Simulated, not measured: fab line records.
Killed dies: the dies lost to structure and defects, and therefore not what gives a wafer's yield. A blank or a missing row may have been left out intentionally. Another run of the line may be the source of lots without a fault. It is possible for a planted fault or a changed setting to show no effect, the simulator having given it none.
Split-lot experiment	flow ritCmos	on a route of 202 steps: 5 lots, 21 wafers read

## THE SPLIT
At RIT_GATE_CLEAN_04 (cleans in dHF, time 60 s), the setting timeS was moved away from the recipe's 60 s on 18 of the 21 wafers read, by -13.6% to +7.2%. This setting was run at the recipe's value on the other wafers.

## FROM THE SPLIT TO THE READING: what the file shows between them, 4 steps
- RIT_FOX2_THK_MEAS_91
- RIT_GATE_CVD_08: deposits poly-Si from SiH4, target thk 250 nm, time 2220 s (also split here: tempC)
- RIT_GATE_THK_MEAS_09
- RIT_GATE_ETCH_19: etches poly-Si in SF6/CHF3/O2, stops on SiO2, time 165 s, target depth 312.5 nm (also split here: rfW)

## THE READING
etest.nldd.rsOhmSq (the simulator's own value, which no gauge read), at RIT_M1_PROBE_99. The file gives no usual value for it. Across the 3 wafers here that went through the recipe, the average is 377.8 and the standard deviation 2.9.

wafer	tool, chamber at the split	timeS as run, s	against the recipe	etest.nldd.rsOhmSq	against lot-mates on the recipe
L075.2	-, -	52.25	-12.9%	568.7	no lot-mate on the recipe
L075.3	-, -	52.25	-12.9%	578.8	no lot-mate on the recipe
L075.5	-, -	52.25	-12.9%	586.1	no lot-mate on the recipe
L075.6	-, -	52.25	-12.9%	583.2	no lot-mate on the recipe
L076.1	-, -	64.33	+7.2%	327.1	no lot-mate on the recipe
L076.2	-, -	64.33	+7.2%	332.3	no lot-mate on the recipe
L076.3	-, -	64.33	+7.2%	329.6	no lot-mate on the recipe
L076.4	-, -	64.33	+7.2%	329.4	no lot-mate on the recipe
L076.5	-, -	64.33	+7.2%	328.8	no lot-mate on the recipe
L078.1	-, -	51.82	-13.6%	579.8	no lot-mate on the recipe
L078.4	-, -	51.82	-13.6%	568.6	no lot-mate on the recipe
L078.5	-, -	51.82	-13.6%	571.8	no lot-mate on the recipe
L078.6	-, -	51.82	-13.6%	569.1	no lot-mate on the recipe
L083.2	wetBench-01, 2	60	recipe	374.8	-
L083.4	wetBench-01, 2	60	recipe	376.9	-
L083.6	wetBench-01, 2	60	recipe	381.8	-
L084.1	-, -	51.89	-13.5%	583.8	no lot-mate on the recipe
L084.2	-, -	51.89	-13.5%	580.2	no lot-mate on the recipe
L084.3	-, -	51.89	-13.5%	609.5	no lot-mate on the recipe
L084.4	-, -	51.89	-13.5%	605.9	no lot-mate on the recipe
L084.5	-, -	51.89	-13.5%	595.1	no lot-mate on the recipe

THE FIT
A straight line over all 21 wafers: etest.nldd.rsOhmSq changes by -12.8 for each +1% of timeS; r = -0.99; the points scatter about the line by 18.
Too few moved wafers have a lot-mate on the recipe to fit a line with each lot's own level taken away.

## THE FILE'S OWN FIT
etest.nldd.rsOhmSq changes by -12.8 for each +1% of timeS, r = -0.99.
